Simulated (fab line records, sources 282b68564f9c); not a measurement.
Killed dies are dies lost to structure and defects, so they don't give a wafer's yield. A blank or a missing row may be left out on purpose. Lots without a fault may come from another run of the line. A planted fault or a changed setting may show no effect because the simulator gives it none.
Which tool did it? | flow rit_cmos | 14 lots, 42 wafers sampled, at 2 steps of a route of 202

WHAT THE GAUGES READ, wafer by wafer
RIT_NRETRO_TW_MEAS_10.
lot  | measured    | on            | NRETRO_TW
L572 | day 2 07:19 | film_metro-03 | 1042 1040 1042
L573 | day 2 13:52 | film_metro-02 | 1069 1071 1070
L574 | day 2 20:04 | film_metro-03 | 1037 1045 1036
L575 | day 2 21:20 | film_metro-03 | 1042 1037 1040
L576 | day 3 02:41 | film_metro-03 | 1042 1043 1045
L577 | day 3 09:52 | film_metro-03 | 1048 1046 1047
L580 | day 4 02:20 | film_metro-02 | 1059 1065 1061
L581 | day 4 07:17 | film_metro-02 | 1071 1070 1064
L582 | day 4 08:47 | film_metro-01 | 1067 1066 1065
L583 | day 4 13:50 | film_metro-02 | 1069 1068 1065
L585 | day 5 01:06 | film_metro-03 | 1035 1033 1036
L586 | day 5 05:52 | film_metro-03 | 959 954 957
L587 | day 5 10:56 | film_metro-03 | 950 952 958
L591 | day 6 08:40 | film_metro-03 | 1039 1033 1034

WHICH TOOL RAN EACH LOT (tool, then ch and the chambers of the sampled wafers, then the start)
lot  | RIT_NRETRO_IMPLANT_08
L572 | implanter-02 ch 0, day 2 06:59
L573 | implanter-03 ch 0, day 2 13:32
L574 | implanter-02 ch 0, day 2 19:47
L575 | implanter-03 ch 0, day 2 21:01
L576 | implanter-02 ch 0, day 3 02:22
L577 | implanter-03 ch 0, day 3 09:32
L580 | implanter-04 ch 0, day 4 02:01
L581 | implanter-04 ch 0, day 4 06:58
L582 | implanter-02 ch 0, day 4 08:27
L583 | implanter-04 ch 0, day 4 13:31
L585 | implanter-03 ch 0, day 5 00:46
L586 | implanter-03 ch 0, day 5 05:33
L587 | implanter-03 ch 0, day 5 10:38
L591 | implanter-02 ch 0, day 6 08:20
- RIT_NRETRO_IMPLANT_08

WHAT THE TOOLS THEMSELVES READ (means of the sampled wafers that have a number; where no wafer has one, the mark that the record gives instead)
RIT_NRETRO_IMPLANT_08.
lot  | tool         | dose_ions_cm2 | faraday_current_uA
L572 | implanter-02 | 1e+13         | 31.5
L573 | implanter-03 | 1e+13         | 31.4
L574 | implanter-02 | 1e+13         | 31.6
L575 | implanter-03 | 1e+13         | 31.7
L576 | implanter-02 | 1e+13         | 31.7
L577 | implanter-03 | 1e+13         | 32.1
L580 | implanter-04 | 1e+13         | 31.8
L581 | implanter-04 | 1e+13         | 32.5
L582 | implanter-02 | 1e+13         | 31.2
L583 | implanter-04 | 1e+13         | 31.5
L585 | implanter-03 | 1e+13         | 32.0
L586 | implanter-03 | 8e+12         | 24.7
L587 | implanter-03 | 8e+12         | 25.0
L591 | implanter-02 | 1e+13         | 32.5

THE ANSWER, worked out from the rows above alone
Rule: what is usual is taken from the lots themselves. Put in order of their means at a reading, lots are off if they are a third of the lots or fewer, leave a main group of 4 or more, and stand apart from it by a gap of 3 or more times the standard deviation of the main group's means; of several such gaps the widest counts. A main group whose means are all the same, to the digits that the tables above print for the reading, isn't used. A lot without any number at a reading at which 4 lots or more have one is off too. The other lots that the step has rows for count as sound. The gauges are gone through in route order, then the tools' own readings, and for those a lot's mean is taken as printed above. The first step at which some lot is off is used, and at that step the reading that is off furthest; a lot without a number counts as furthest.
Off: L586, L587, at RIT_NRETRO_TW_MEAS_10 (NRETRO_TW). The main group: mean 1051, standard deviation 14.
A tool fits if, at a process step before that reading, it ran every lot that is off, and no sound lot after the first of them. The gauges at RIT_NRETRO_TW_MEAS_10 aren't tried: what is off there is off at RIT_NRETRO_IMPLANT_08 too, on other tools, and a gauge's error can't cause that. One fits: implanter-03 at RIT_NRETRO_IMPLANT_08. Its last sound lot is L585 (day 5 00:46), its first lot that is off L586 (day 5 05:33): a fault that began between those two fits.
The tool's own readings at RIT_NRETRO_IMPLANT_08 bear it out: on the lots that are off they differ by more than 5 times the standard deviation of the sound lots' means. dose_ions_cm2 reads 8e+12 there against 1e+13 on the sound lots; faraday_current_uA reads 24.9 there against 31.8 on the sound lots.

WHAT THE SIMULATOR HAD PUT IN
Process parameter drift: implanter-03, from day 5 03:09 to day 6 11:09, at RIT_NRETRO_IMPLANT_08. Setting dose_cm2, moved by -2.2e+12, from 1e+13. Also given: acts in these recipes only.
Lots struck among those shown: L586, L587. The rule above found the same.
